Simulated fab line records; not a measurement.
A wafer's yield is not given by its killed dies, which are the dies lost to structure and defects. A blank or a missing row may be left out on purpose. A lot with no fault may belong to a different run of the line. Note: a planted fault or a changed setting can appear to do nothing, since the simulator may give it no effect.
2 desks looking at one fault | flow berkeleyCmos170 | each desk has only its own numbers; what lay behind them comes last

## TOOL OWNER'S DESK, rieDiel-04
The tool's own readings at UCB170_GATE_ETCH_14 (etches BARC in N2/H2): means of the sampled wafers that have a number, for each lot that ran on this tool. Marked OUT: a lot whose mean sits more than 4 standard deviations from the usual mean, which makes it out of limits; the brackets give that distance.
Columns: A = chamberPressureMTorr at UCB170_GATE_ETCH_14, usual 30.00 mTorr; B = drypumpMotorCurrentA at UCB170_GATE_ETCH_14, usual 5.7 A; C = oesProductAu at UCB170_GATE_ETCH_14, usual 0.996 a.u.; D = throttleValvePct at UCB170_GATE_ETCH_14, usual 13.36 %
lot  | first seen here | A     | B   | C     | D
L167 | day 6 06:30     | 29.98 | 6.0 | 0.991 | 13.58
L176 | day 8 05:55     | 30.00 | 5.6 | 0.995 | 13.45
L178 | day 8 23:50     | 30.00 | 5.6 | 0.993 | 13.46
L179 | day 9 07:13     | 30.00 | 5.7 | 0.994 | 13.24
L181 | day 9 15:52     | 30.00 | 5.6 | 0.996 | 13.45
L185 | day 10 11:50    | 29.99 | 5.5 | 0.999 | 13.25
Finding of this desk: none of the 6 lots has anything out of limits.

## FROM THE METROLOGY DESK
Means of the sampled wafers that have a number, per lot and without regard to the tool the lot ran on: this is what the gauges read. Marked OUT: a lot whose mean sits more than 4 standard deviations from the usual mean, which makes it out of limits; the brackets give that distance.
Columns: A = M3_BOW at UCB170_M3_BOW_MEAS_20, usual 35 um
lot  | first seen here | A
L167 | day 7 21:41     | 33
L171 | day 9 03:14     | 31
L173 | day 9 12:02     | 31
L177 | day 9 15:05     | 34
L175 | day 9 19:39     | 33
L176 | day 9 20:23     | 35
L174 | day 9 20:32     | 37
L178 | day 10 17:30    | 35
L180 | day 10 18:11    | 29
L179 | day 10 22:54    | 35
L181 | day 11 03:03    | 29
L182 | day 11 03:55    | 38
L185 | day 12 07:14    | 35
Finding of this desk: none of the 13 lots has anything out of limits.

## TAKEN TOGETHER
The desk of the tool owner found nothing out of limits.
Metrology desk: nothing out of limits seen.

## WHAT THE SIMULATOR HAD PUT IN
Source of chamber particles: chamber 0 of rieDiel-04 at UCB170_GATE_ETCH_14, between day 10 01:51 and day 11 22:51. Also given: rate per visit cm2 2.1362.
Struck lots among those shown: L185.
